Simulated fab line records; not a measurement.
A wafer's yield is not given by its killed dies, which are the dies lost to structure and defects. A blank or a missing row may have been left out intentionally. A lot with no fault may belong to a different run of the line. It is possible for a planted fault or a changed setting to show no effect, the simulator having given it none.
What tool caused it? / flow berkeley cmos170 / 45 wafers from 15 lots sampled at 2 of the route's 331 steps

== WHAT EACH GAUGE READ, for each wafer ==
UCB170_GATE_THK_MEAS_05.
lot=L927; measured=day 6 00:35; on=film metro-02; GATE_POLY_THK (nm)=213.1 213.5 213.7
lot=L928; measured=day 6 00:37; on=film metro-03; GATE_POLY_THK (nm)=215.6 215.9 214.5
lot=L930; measured=day 6 13:07; on=film metro-02; GATE_POLY_THK (nm)=212.9 214.4 214.6
lot=L936; measured=day 8 08:50; on=film metro-04; GATE_POLY_THK (nm)=107.4 111.0 110.8
lot=L937; measured=day 8 08:53; on=film metro-02; GATE_POLY_THK (nm)=109.3 107.6 108.4
lot=L938; measured=day 8 08:50; on=film metro-03; GATE_POLY_THK (nm)=105.3 104.9 105.2
lot=L939; measured=day 8 16:11; on=film metro-04; GATE_POLY_THK (nm)=216.1 215.1 214.3
lot=L940; measured=day 8 16:11; on=film metro-02; GATE_POLY_THK (nm)=218.8 216.8 218.5
lot=L941; measured=day 9 00:07; on=film metro-04; GATE_POLY_THK (nm)=215.1 216.0 214.1
lot=L942; measured=day 9 00:07; on=film metro-03; GATE_POLY_THK (nm)=214.7 216.4 215.7
lot=L943; measured=day 9 00:07; on=film metro-02; GATE_POLY_THK (nm)=217.4 217.3 218.1
lot=L946; measured=day 10 09:06; on=film metro-02; GATE_POLY_THK (nm)=215.1 213.4 215.9
lot=L947; measured=day 10 09:07; on=film metro-03; GATE_POLY_THK (nm)=215.9 217.9 217.5
lot=L948; measured=day 10 13:59; on=film metro-04; GATE_POLY_THK (nm)=215.8 216.4 212.3
lot=L949; measured=day 10 21:20; on=film metro-03; GATE_POLY_THK (nm)=213.6 215.2 215.4

== TOOL THAT RAN EACH LOT (tool first, then ch and the chambers of the sampled wafers, then the start) ==
lot=L927; UCB170_GATE_CVD_04=lpcvd-01 ch 0, day 5 23:11
lot=L928; UCB170_GATE_CVD_04=lpcvd-01 ch 0, day 5 23:11
lot=L930; UCB170_GATE_CVD_04=lpcvd-01 ch 0, day 6 11:43
lot=L936; UCB170_GATE_CVD_04=lpcvd-01 ch 1, day 8 07:25
lot=L937; UCB170_GATE_CVD_04=lpcvd-01 ch 1, day 8 07:25
lot=L938; UCB170_GATE_CVD_04=lpcvd-01 ch 0, day 8 07:25
lot=L939; UCB170_GATE_CVD_04=lpcvd-02 ch 0, day 8 14:47
lot=L940; UCB170_GATE_CVD_04=lpcvd-02 ch 1, day 8 14:47
lot=L941; UCB170_GATE_CVD_04=lpcvd-02 ch 1, day 8 22:43
lot=L942; UCB170_GATE_CVD_04=lpcvd-02 ch 0, day 8 22:43
lot=L943; UCB170_GATE_CVD_04=lpcvd-02 ch 1, day 8 22:43
lot=L946; UCB170_GATE_CVD_04=lpcvd-02 ch 0, day 10 07:42
lot=L947; UCB170_GATE_CVD_04=lpcvd-02 ch 1, day 10 07:42
lot=L948; UCB170_GATE_CVD_04=lpcvd-02 ch 1, day 10 12:35
lot=L949; UCB170_GATE_CVD_04=lpcvd-02 ch 0, day 10 19:56
- UCB170_GATE_CVD_04: deposits poly-Si from SiH4, time 1440 s, target thk 214 nm.

== WHAT THE TOOLS THEMSELVES READ (means of the sampled wafers that have a number; where no wafer has one, the mark that the record gives instead) ==
UCB170_GATE_CVD_04.
lot=L927; tool=lpcvd-01; pressure mtorr (mTorr)=374.8; sih4 flow sccm (sccm)=120.4; spike tc centre C (C)=612.0; zone power centre pct (%)=25.4
lot=L928; tool=lpcvd-01; pressure mtorr (mTorr)=374.7; sih4 flow sccm (sccm)=120.2; spike tc centre C (C)=613.8; zone power centre pct (%)=25.5
lot=L930; tool=lpcvd-01; pressure mtorr (mTorr)=375.2; sih4 flow sccm (sccm)=120.3; spike tc centre C (C)=613.7; zone power centre pct (%)=25.2
lot=L936; tool=lpcvd-01; pressure mtorr (mTorr)=374.7; sih4 flow sccm (sccm)=59.8; spike tc centre C (C)=610.7; zone power centre pct (%)=26.6
lot=L937; tool=lpcvd-01; pressure mtorr (mTorr)=375.6; sih4 flow sccm (sccm)=60.3; spike tc centre C (C)=611.1; zone power centre pct (%)=26.6
lot=L938; tool=lpcvd-01; pressure mtorr (mTorr)=376.2; sih4 flow sccm (sccm)=59.6; spike tc centre C (C)=613.4; zone power centre pct (%)=25.4
lot=L939; tool=lpcvd-02; pressure mtorr (mTorr)=375.4; sih4 flow sccm (sccm)=120.1; spike tc centre C (C)=614.0; zone power centre pct (%)=23.0
lot=L940; tool=lpcvd-02; pressure mtorr (mTorr)=374.9; sih4 flow sccm (sccm)=119.9; spike tc centre C (C)=611.1; zone power centre pct (%)=25.4
lot=L941; tool=lpcvd-02; pressure mtorr (mTorr)=374.8; sih4 flow sccm (sccm)=120.3; spike tc centre C (C)=611.8; zone power centre pct (%)=25.7
lot=L942; tool=lpcvd-02; pressure mtorr (mTorr)=375.2; sih4 flow sccm (sccm)=119.9; spike tc centre C (C)=612.4; zone power centre pct (%)=23.4
lot=L943; tool=lpcvd-02; pressure mtorr (mTorr)=375.0; sih4 flow sccm (sccm)=119.9; spike tc centre C (C)=611.9; zone power centre pct (%)=25.5
lot=L946; tool=lpcvd-02; pressure mtorr (mTorr)=375.4; sih4 flow sccm (sccm)=120.2; spike tc centre C (C)=612.2; zone power centre pct (%)=23.2
lot=L947; tool=lpcvd-02; pressure mtorr (mTorr)=375.9; sih4 flow sccm (sccm)=119.7; spike tc centre C (C)=611.9; zone power centre pct (%)=25.5
lot=L948; tool=lpcvd-02; pressure mtorr (mTorr)=374.8; sih4 flow sccm (sccm)=120.1; spike tc centre C (C)=612.3; zone power centre pct (%)=25.6
lot=L949; tool=lpcvd-02; pressure mtorr (mTorr)=375.2; sih4 flow sccm (sccm)=119.8; spike tc centre C (C)=612.3; zone power centre pct (%)=23.1

== THE ANSWER, worked out from the rows above alone ==
Rule: the lots themselves supply what counts as usual. Put in order of their means at a reading, lots are off if they are a third of the lots or fewer, leave a main group of 4 or more, and stand apart from it by a gap of 3 or more times the standard deviation of the main group's means; of several such gaps the widest counts. A main group whose means are all the same, to the digits that the tables above print for the reading, isn't used. Also off: a lot with no number at a reading for which 4 or more lots have one. Where the step has rows for the other lots, those lots are counted as sound. First the gauges in route order, then the tools' own readings, where a lot's mean is used as printed above. At the first step where some lot is off, the reading lying furthest off is the one used; lots without a number count as furthest.
Off: L936, L937, L938, seen at UCB170_GATE_THK_MEAS_05 (GATE_POLY_THK). The main group: mean 215.5 nm, standard deviation 1.3.
A tool fits if, at a process step before that reading, it ran every lot that is off, and no sound lot after the first of them. Not tried: the gauges at UCB170_GATE_THK_MEAS_05; whatever is off there is also off at UCB170_GATE_CVD_04, on other tools, and gauge error can't account for it. One fits: UCB170_GATE_CVD_04 on lpcvd-01. A fault onset in the window from L930 (day 6 11:43, its last sound lot) to L936 (day 8 07:25, its first lot off) fits.
The tool's own readings at UCB170_GATE_CVD_04 bear it out: on the lots that are off they differ by more than 5 times the standard deviation of the sound lots' means. sih4 flow sccm reads 59.9 sccm there against 120.1 sccm on the sound lots.

== WHAT THE SIMULATOR HAD INSERTED ==
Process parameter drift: lpcvd-01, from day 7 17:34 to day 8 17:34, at UCB170_GATE_CVD_04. Setting sih4 flow sccm, moved by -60, from 120. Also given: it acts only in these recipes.
Lots struck among those shown: L936, L938, L937. Same finding as the rule above.
